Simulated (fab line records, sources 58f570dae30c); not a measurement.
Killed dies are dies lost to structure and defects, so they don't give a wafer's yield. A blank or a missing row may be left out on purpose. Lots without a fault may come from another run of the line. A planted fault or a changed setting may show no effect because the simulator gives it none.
Tool commonality check | flow berkeley_cmos170 | 14 lots, 42 wafers sampled

WHY IT WAS OPENED
At UCB170_PFIELD_TW_MEAS_09 the reading PFIELD_TW is flagged on 2 of 14 lots. Wafers without a fault read 600.2, standard deviation 2.7.
Rule: a lot is flagged when every wafer of it that has a number lies more than 4 standard deviations from that mean, or none has a number. The other lots count as sound.

lot  | measured    | on            | PFIELD_TW, wafer by wafer | flag
L284 | day 4 08:43 | film_metro-03 | 597.0 597.8 598.4         |
L285 | day 4 21:50 | film_metro-04 | 597.9 598.9 597.8         |
L286 | day 5 14:57 | film_metro-04 | 599.8 601.5 599.8         |
L288 | day 5 15:16 | film_metro-03 | 598.3 598.8 600.1         |
L287 | day 5 15:56 | film_metro-04 | 599.7 599.8 598.9         |
L290 | day 6 04:40 | film_metro-04 | 601.2 598.8 597.1         |
L292 | day 6 22:34 | film_metro-03 | 599.8 596.0 600.5         |
L297 | day 7 17:50 | film_metro-04 | 547.8 550.7 547.8         | FLAGGED
L300 | day 8 14:03 | film_metro-03 | 600.2 599.7 600.9         |
L298 | day 8 14:20 | film_metro-03 | 548.6 552.2 550.1         | FLAGGED
L301 | day 8 21:03 | film_metro-03 | 599.3 597.9 601.4         |
L304 | day 9 04:22 | film_metro-03 | 604.7 606.2 603.5         |
L306 | day 9 15:21 | film_metro-04 | 598.1 598.9 598.6         |
L305 | day 9 15:37 | film_metro-03 | 604.0 605.3 602.3         |
The numbers of the flagged lots are 549.5 on average: -50.7 against the usual, or -19 standard deviations.

WHICH TOOL RAN EACH LOT
The record holds 1 process step before the reading, out of a route of 331 steps. In each cell: the tool, then ch and the chambers that the sampled wafers went through, then the start.
lot  | flag    | UCB170_PFIELD_IMPLANT_07
L284 |         | implanter-02 ch 0, day 4 08:28
L285 |         | implanter-04 ch 0, day 4 21:36
L286 |         | implanter-01 ch 0, day 5 14:43
L288 |         | implanter-02 ch 0, day 5 15:01
L287 |         | implanter-04 ch 0, day 5 15:42
L290 |         | implanter-04 ch 0, day 6 04:26
L292 |         | implanter-04 ch 0, day 6 22:21
L297 | FLAGGED | implanter-02 ch 0, day 7 17:35
L300 |         | implanter-04 ch 0, day 8 13:48
L298 | FLAGGED | implanter-02 ch 0, day 8 14:05
L301 |         | implanter-04 ch 0, day 8 20:48
L304 |         | implanter-01 ch 0, day 9 04:08
L306 |         | implanter-01 ch 0, day 9 15:06
L305 |         | implanter-04 ch 0, day 9 15:23
What these steps do:
- UCB170_PFIELD_IMPLANT_07
- UCB170_PFIELD_TW_MEAS_09

FLAGGED OVER TOTAL, TOOL BY TOOL (the gauges that took the reading come last)
step                     | tool          | lots run | flagged | share of the flagged lots | sound lots run after its first flagged lot
UCB170_PFIELD_IMPLANT_07 | implanter-01  | 3        | 0       | none                      | -
UCB170_PFIELD_IMPLANT_07 | implanter-02  | 4        | 2       | all                       | 0
UCB170_PFIELD_IMPLANT_07 | implanter-04  | 7        | 0       | none                      | -
UCB170_PFIELD_TW_MEAS_09 | film_metro-03 | 8        | 1       | some                      | 3 (L301,L304,L305)
UCB170_PFIELD_TW_MEAS_09 | film_metro-04 | 6        | 1       | some                      | 1 (L306)

WHAT THE TABLE ALLOWS
1 row of the table ran every flagged lot: implanter-02 at UCB170_PFIELD_IMPLANT_07.
- implanter-02 at UCB170_PFIELD_IMPLANT_07: 2 of its 4 lots flagged. Its last sound lot is L288 (day 5 15:01), its first flagged lot L297 (day 7 17:35): a fault that began between those two fits. Its own readings lie more than 4 standard deviations out on every wafer of the flagged lots: dose_ions_cm2, faraday_current_uA.
One tool is left: implanter-02 at UCB170_PFIELD_IMPLANT_07.

WHAT THE SIMULATOR HAD PUT IN
Process parameter drift: implanter-02, from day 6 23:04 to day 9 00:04, at UCB170_PFIELD_IMPLANT_07. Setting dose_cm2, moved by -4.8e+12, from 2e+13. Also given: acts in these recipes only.
Lots struck among those shown: L297, L298. The rule above found the same.
